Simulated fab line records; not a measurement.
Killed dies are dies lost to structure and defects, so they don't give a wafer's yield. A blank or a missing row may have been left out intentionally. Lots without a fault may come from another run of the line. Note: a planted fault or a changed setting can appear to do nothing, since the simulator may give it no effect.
fab line records / flow rit_cmos
[record] lots = 14 wafers = 42 last_day = 7
route steps=202 shown PLDD@123 M1@202
lots that met no fault: taken from a fault-free run of the same line
start_h: start of the lot's first displayed wafer, in hours after the record's first day / wait_h: hours from the lot's prior step to this one / " same as the row above / L1.1+2: several wafers, shown together as one row / - either no value or no given start / * or withheld: withheld / < > ~ a bound
route shown NAME@n: a module of which the file shows steps, and the number in the route of the first / usual: mean and standard deviation over wafers with no fault / same: alike in all rows / chamber/n: place in a boat / sites: per-site readings / _std_site: standard deviation across them / _edge_site: the outer-site mean with the inner-site mean subtracted / radius_mm: for every site, how far away it sits from the centre of the wafer / mask NAME#n: copy n / behind: the most recent tool/chamber to have shaped the wafer / hold: why the lot went on hold/how many hours it stayed there/how the hold came to an end / device: transistor that didn't switch, given as n, p or np / end of line: tests run on the same wafers once the route is complete / a step given without rows: its recipe and nothing more / killed: not the wafer's yield, but the dies lost to structure and defects at the first sort / map: the dies of a wafer, with x for killed, . for not killed, _ for no die there
set.NAME: the setting as run; set.NAME@STEP: as run at that earlier step / model.NAME: the simulator's own value behind a step, which no gauge read
one table for each step of the route and one row for each wafer, over a sample of lots
services: a tool's chamber out of use, with start hour (start_h, from the record's first day; less than 0 if before it), hours out, and reason
[[steps]]
[step RIT_PLDD_STRIP_09]
[recipe] chemistry = O2 time_s = 180 resist = NOVOLAK platen_temp_c = withheld power_w = 500 pressure_mtorr = 4000 o2_flow_sccm = 4000
[usual] drypump_motor_current_A = 5.86/0.19 rf_refl_power_W = 6.5/0.9
lot.wafer=L135.2 tool=plasma_asher-03 chamber=1 start_h=48.28 wait_h=0.1 drypump_motor_current_A=5.97 rf_hours_counter_h=27 rf_refl_power_W=6.9
lot.wafer=L135.4 tool=plasma_asher-03 chamber=1 start_h=48.28 wait_h=0.1 drypump_motor_current_A=5.96 rf_hours_counter_h=- rf_refl_power_W=6.9
lot.wafer=L135.6 tool=plasma_asher-03 chamber=0 start_h=48.28 wait_h=0.1 drypump_motor_current_A=6.15 rf_hours_counter_h=- rf_refl_power_W=7.1
lot.wafer=L136.1 tool=plasma_asher-01 chamber=0 start_h=52.47 wait_h=0.1 drypump_motor_current_A=5.67 rf_hours_counter_h=41 rf_refl_power_W=5.3
lot.wafer=L136.3 tool=plasma_asher-01 chamber=0 start_h=52.47 wait_h=0.1 drypump_motor_current_A=5.66 rf_hours_counter_h=- rf_refl_power_W=5.5
lot.wafer=L136.4 tool=plasma_asher-01 chamber=1 start_h=52.47 wait_h=0.1 drypump_motor_current_A=5.66 rf_hours_counter_h=- rf_refl_power_W=7.5
lot.wafer=L137.3 tool=plasma_asher-02 chamber=1 start_h=59.47 wait_h=0.1 drypump_motor_current_A=5.73 rf_hours_counter_h=- rf_refl_power_W=5.7
lot.wafer=L137.5 tool=plasma_asher-02 chamber=0 start_h=59.47 wait_h=0.1 drypump_motor_current_A=6.03 rf_hours_counter_h=- rf_refl_power_W=6.2
lot.wafer=L137.6 tool=plasma_asher-02 chamber=1 start_h=59.47 wait_h=0.1 drypump_motor_current_A=5.70 rf_hours_counter_h=- rf_refl_power_W=5.7
lot.wafer=L138.3 tool=plasma_asher-01 chamber=1 start_h=60.11 wait_h=0.1 drypump_motor_current_A=5.68 rf_hours_counter_h=- rf_refl_power_W=7.8
lot.wafer=L138.4 tool=plasma_asher-01 chamber=0 start_h=60.11 wait_h=0.1 drypump_motor_current_A=5.63 rf_hours_counter_h=- rf_refl_power_W=5.3
lot.wafer=L138.5 tool=plasma_asher-01 chamber=0 start_h=60.11 wait_h=0.1 drypump_motor_current_A=5.65 rf_hours_counter_h=- rf_refl_power_W=5.3
lot.wafer=L139.2 tool=plasma_asher-03 chamber=0 start_h=66.30 wait_h=0.1 drypump_motor_current_A=6.11 rf_hours_counter_h=29 rf_refl_power_W=7.3
lot.wafer=L139.3 tool=plasma_asher-03 chamber=0 start_h=66.30 wait_h=0.1 drypump_motor_current_A=6.16 rf_hours_counter_h=- rf_refl_power_W=7.3
lot.wafer=L139.5 tool=plasma_asher-03 chamber=1 start_h=66.30 wait_h=0.1 drypump_motor_current_A=5.95 rf_hours_counter_h=- rf_refl_power_W=6.7
lot.wafer=L140.3 tool=plasma_asher-03 chamber=1 start_h=70.37 wait_h=0.1 drypump_motor_current_A=5.94 rf_hours_counter_h=- rf_refl_power_W=6.8
lot.wafer=L140.5 tool=plasma_asher-03 chamber=0 start_h=70.37 wait_h=0.1 drypump_motor_current_A=6.17 rf_hours_counter_h=- rf_refl_power_W=7.4
lot.wafer=L140.6 tool=plasma_asher-03 chamber=1 start_h=70.37 wait_h=0.1 drypump_motor_current_A=5.95 rf_hours_counter_h=- rf_refl_power_W=6.8
lot.wafer=L141.2 tool=plasma_asher-01 chamber=1 start_h=74.63 wait_h=0.1 drypump_motor_current_A=5.65 rf_hours_counter_h=44 rf_refl_power_W=7.9
lot.wafer=L141.4 tool=plasma_asher-01 chamber=0 start_h=74.63 wait_h=0.1 drypump_motor_current_A=5.66 rf_hours_counter_h=- rf_refl_power_W=5.1
lot.wafer=L141.6 tool=plasma_asher-01 chamber=0 start_h=74.63 wait_h=0.1 drypump_motor_current_A=5.67 rf_hours_counter_h=- rf_refl_power_W=5.4
lot.wafer=L143.1 tool=plasma_asher-02 chamber=1 start_h=87.60 wait_h=0.1 drypump_motor_current_A=5.71 rf_hours_counter_h=44 rf_refl_power_W=5.8
lot.wafer=L143.5 tool=plasma_asher-02 chamber=1 start_h=87.60 wait_h=0.1 drypump_motor_current_A=5.68 rf_hours_counter_h=- rf_refl_power_W=5.8
lot.wafer=L143.6 tool=plasma_asher-02 chamber=0 start_h=87.60 wait_h=0.1 drypump_motor_current_A=6.03 rf_hours_counter_h=- rf_refl_power_W=6.0
lot.wafer=L144.2 tool=plasma_asher-01 chamber=1 start_h=90.57 wait_h=0.1 drypump_motor_current_A=5.70 rf_hours_counter_h=46 rf_refl_power_W=8.0
lot.wafer=L144.3 tool=plasma_asher-01 chamber=0 start_h=90.57 wait_h=0.1 drypump_motor_current_A=5.61 rf_hours_counter_h=- rf_refl_power_W=5.3
lot.wafer=L144.6 tool=plasma_asher-01 chamber=0 start_h=90.57 wait_h=0.1 drypump_motor_current_A=5.62 rf_hours_counter_h=- rf_refl_power_W=5.6
lot.wafer=L148.1 tool=plasma_asher-03 chamber=0 start_h=109.28 wait_h=0.1 drypump_motor_current_A=6.16 rf_hours_counter_h=33 rf_refl_power_W=7.4
lot.wafer=L148.4 tool=plasma_asher-03 chamber=0 start_h=109.28 wait_h=0.1 drypump_motor_current_A=6.15 rf_hours_counter_h=- rf_refl_power_W=7.6
lot.wafer=L148.6 tool=plasma_asher-03 chamber=0 start_h=109.28 wait_h=0.1 drypump_motor_current_A=6.16 rf_hours_counter_h=- rf_refl_power_W=7.3
lot.wafer=L151.1 tool=plasma_asher-02 chamber=1 start_h=134.42 wait_h=0.1 drypump_motor_current_A=5.71 rf_hours_counter_h=2 rf_refl_power_W=5.7
lot.wafer=L151.2 tool=plasma_asher-02 chamber=0 start_h=134.42 wait_h=0.1 drypump_motor_current_A=6.02 rf_hours_counter_h=2 rf_refl_power_W=6.3
lot.wafer=L151.5 tool=plasma_asher-02 chamber=0 start_h=134.42 wait_h=0.1 drypump_motor_current_A=6.03 rf_hours_counter_h=- rf_refl_power_W=6.2
lot.wafer=L153.2 tool=plasma_asher-02 chamber=0 start_h=138.68 wait_h=0.1 drypump_motor_current_A=6.06 rf_hours_counter_h=2 rf_refl_power_W=6.2
lot.wafer=L153.4 tool=plasma_asher-02 chamber=0 start_h=138.68 wait_h=0.1 drypump_motor_current_A=6.07 rf_hours_counter_h=- rf_refl_power_W=6.5
lot.wafer=L153.5 tool=plasma_asher-02 chamber=0 start_h=138.68 wait_h=0.1 drypump_motor_current_A=6.05 rf_hours_counter_h=- rf_refl_power_W=6.6
lot.wafer=L157.1 tool=plasma_asher-01 chamber=1 start_h=161.10 wait_h=0.1 drypump_motor_current_A=5.68 rf_hours_counter_h=51 rf_refl_power_W=7.8
lot.wafer=L157.5 tool=plasma_asher-01 chamber=1 start_h=161.10 wait_h=0.1 drypump_motor_current_A=5.69 rf_hours_counter_h=- rf_refl_power_W=7.7
lot.wafer=L157.6 tool=plasma_asher-01 chamber=0 start_h=161.10 wait_h=0.1 drypump_motor_current_A=5.63 rf_hours_counter_h=- rf_refl_power_W=5.2
lot.wafer=L158.1 tool=plasma_asher-03 chamber=1 start_h=165.28 wait_h=0.1 drypump_motor_current_A=5.94 rf_hours_counter_h=40 rf_refl_power_W=6.9
lot.wafer=L158.2 tool=plasma_asher-03 chamber=0 start_h=165.28 wait_h=0.1 drypump_motor_current_A=6.19 rf_hours_counter_h=40 rf_refl_power_W=7.0
lot.wafer=L158.6 tool=plasma_asher-03 chamber=1 start_h=165.28 wait_h=0.1 drypump_motor_current_A=5.96 rf_hours_counter_h=- rf_refl_power_W=7.0
[step RIT_M1_PROBE_99]
[usual] killed_at_M0_to_M3 = 0.0/0.12 killed_at_contacts = 0.0/0.2 killed_at_front_end = 6.6/2.8 killed_dies = 6.6/2.8 killed_open = 3.3/1.9 killed_short = 3.2/1.8
[same] gross_dies = 264 killed_at_M4_up = 0 killed_at_back_side = 0 killed_at_other = 0
lot.wafer=L151.1 tool=prober-02 chamber=- start_h=148.21 wait_h=0.1 killed_at_M0_to_M3=0 killed_at_contacts=0 killed_at_front_end=8 killed_dies=8 killed_open=4 killed_short=4
lot.wafer=L151.2 tool=prober-02 chamber=- start_h=148.26 wait_h=0.1 killed_at_M0_to_M3=0 killed_at_contacts=0 killed_at_front_end=53 killed_dies=53 killed_open=6 killed_short=4
lot.wafer=L151.5 tool=prober-02 chamber=- start_h=148.41 wait_h=0.2 killed_at_M0_to_M3=0 killed_at_contacts=0 killed_at_front_end=52 killed_dies=52 killed_open=5 killed_short=4
lot.wafer=L153.2 tool=prober-02 chamber=- start_h=152.76 wait_h=0.1 killed_at_M0_to_M3=0 killed_at_contacts=0 killed_at_front_end=45 killed_dies=45 killed_open=2 killed_short=3
lot.wafer=L153.4 tool=prober-02 chamber=- start_h=152.86 wait_h=0.2 killed_at_M0_to_M3=0 killed_at_contacts=0 killed_at_front_end=52 killed_dies=52 killed_open=7 killed_short=4
lot.wafer=L153.5 tool=prober-02 chamber=- start_h=152.91 wait_h=0.2 killed_at_M0_to_M3=0 killed_at_contacts=0 killed_at_front_end=41 killed_dies=41 killed_open=1 killed_short=2
// killed by level:class
L151.1 GATE:geometric_particle:short=3 FOX2:geometric_particle:open=2 GATE:geometric_particle:open=1 REOX:geometric_particle:short=1 SPACER:geometric_particle:open=1
L151.2 PLDD:unspecified=43 GATE:geometric_particle:short=2 SPACER:geometric_particle:open=2 SILICIDE:geometric_particle:open=2 FOX2:geometric_particle:open=1 FOX2:geometric_particle:short=1 GATE:geometric_particle:open=1 REOX:geometric_particle:short=1
L151.5 PLDD:unspecified=43 GATE:geometric_particle:open=2 GATE:geometric_particle:short=2 SPACER:geometric_particle:short=2 FOX2:geometric_particle:open=1 REOX:geometric_particle:open=1 SPACER:geometric_particle:open=1
L153.2 PLDD:unspecified=40 GATE:geometric_particle:open=1 GATE:geometric_particle:short=1 SPACER:geometric_particle:short=1 SILICIDE:geometric_particle:short=1 SILICIDE:geometric_particle:open=1
L153.4 PLDD:unspecified=41 GATE:geometric_particle:open=5 GATE:geometric_particle:short=3 FOX1:geometric_particle:open=2 SILICIDE:geometric_particle:short=1
L153.5 PLDD:unspecified=38 FOX1:geometric_particle:short=1 GATE:geometric_particle:open=1 SILICIDE:geometric_particle:short=1
[[services]]
tool=plasma_asher-02 chamber=- start_h=47.67 hours=6.0 kind=repair
tool=plasma_asher-03 chamber=- start_h=57.27 hours=5.9 kind=repair
tool=plasma_asher-02 chamber=- start_h=77.79 hours=6.2 kind=repair
tool=plasma_asher-01 chamber=- start_h=105.85 hours=1.3 kind=repair
tool=plasma_asher-01 chamber=- start_h=108.39 hours=19.9 kind=repair
tool=plasma_asher-02 chamber=- start_h=108.75 hours=9.0 kind=pm
tool=plasma_asher-02 chamber=0 start_h=108.75 hours=9.0 kind=vent_cycle
tool=plasma_asher-02 chamber=1 start_h=108.75 hours=9.0 kind=vent_cycle
tool=plasma_asher-02 chamber=0 start_h=117.75 hours=- kind=clean
tool=plasma_asher-02 chamber=1 start_h=117.75 hours=- kind=clean
[[key]]
[first_sign] step = RIT_M1_PROBE_99 reading = killed_at_front_end direction = up sigmas = 15 usual = 6.6 struck = 48.6
[effect] step = RIT_M1_PROBE_99 reading = killed_dies direction = up sigmas = 15 usual = 6.6 struck = 48.6
met_at RIT_PLDD_STRIP_09
struck_lots L151,L153
struck_wafers L151.2,L151.5,L153.2,L153.4,L153.5
tester_left_out L151,L153
onset_between 87.60 134.42
[fault] kind = chamber_particle_source tool = plasma_asher-02 chamber = 0 onset_h = 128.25 steps = RIT_PLDD_STRIP_09 rate_per_visit_cm2 = 2.0055 end_h = 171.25
// tester_left_out: of these lots the tester's yield and bins aren't shown, on N5 and GAA mostly nor the transistor test; their killed dies are dies lost to structure and defects alone, not to doping, threshold or leakage, so they don't give the yield
